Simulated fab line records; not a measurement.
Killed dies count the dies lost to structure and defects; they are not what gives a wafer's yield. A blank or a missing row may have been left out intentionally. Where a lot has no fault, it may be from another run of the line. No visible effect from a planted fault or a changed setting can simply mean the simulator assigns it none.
Chamber matching + flow berkeley-cmos170 + 4 sister chambers for UCB170_V2_ETCH_14 on rie-diel-02
The step etches SiO2 in CHF3/CF4/Ar, stops on Al, target depth 1250 nm, time 291 s. 4 wafers are shown with their chamber, then 7 later ones without.

## WAFERS, EACH WITH ITS CHAMBER
| wafer  | chamber | drypump-motor-current-A (A) |
|--------|---------|-----------------------------|
| L116.4 | 0       | 5.8                         |
| L116.6 | 2       | 6.7                         |
| L117.2 | 1       | 5.2                         |
| L117.4 | 3       | 4.9                         |

## WAFERS WHOSE CHAMBER IS MISSING
| wafer  | drypump-motor-current-A (A) |
|--------|-----------------------------|
| L117.5 | 4.9                         |
| L121.1 | 5.3                         |
| L121.4 | 6.7                         |
| L121.5 | 5.2                         |
| L124.2 | 5.3                         |
| L124.4 | 4.9                         |
| L124.6 | 4.9                         |

## WHICH CHAMBER EACH ONE RAN IN
| wafer  | from the rows above | in truth |
|--------|---------------------|----------|
| L117.5 | 3                   | 3        |
| L121.1 | 1                   | 1        |
| L121.4 | 2                   | 2        |
| L121.5 | 1                   | 1        |
| L124.2 | 1                   | 1        |
| L124.4 | 3                   | 3        |
| L124.6 | 3                   | 3        |
Placed correctly: 7 of 7. From these rows, 0 cannot be placed. Number placed wrongly: 0.
How it was worked out, from the rows above alone: a wafer's distance from a chamber is the root of the sum, over the readings, of the square of ((its reading less the chamber's mean) divided by the reading's scatter). The wafer belongs to the nearest chamber; if the next one is less than 2 further off, it can't be placed. Each chamber's mean is taken over the wafers shown for it. The scatter: with one shown wafer a chamber, the root of the mean of the squares of how far each hidden wafer lies from its nearest shown one.
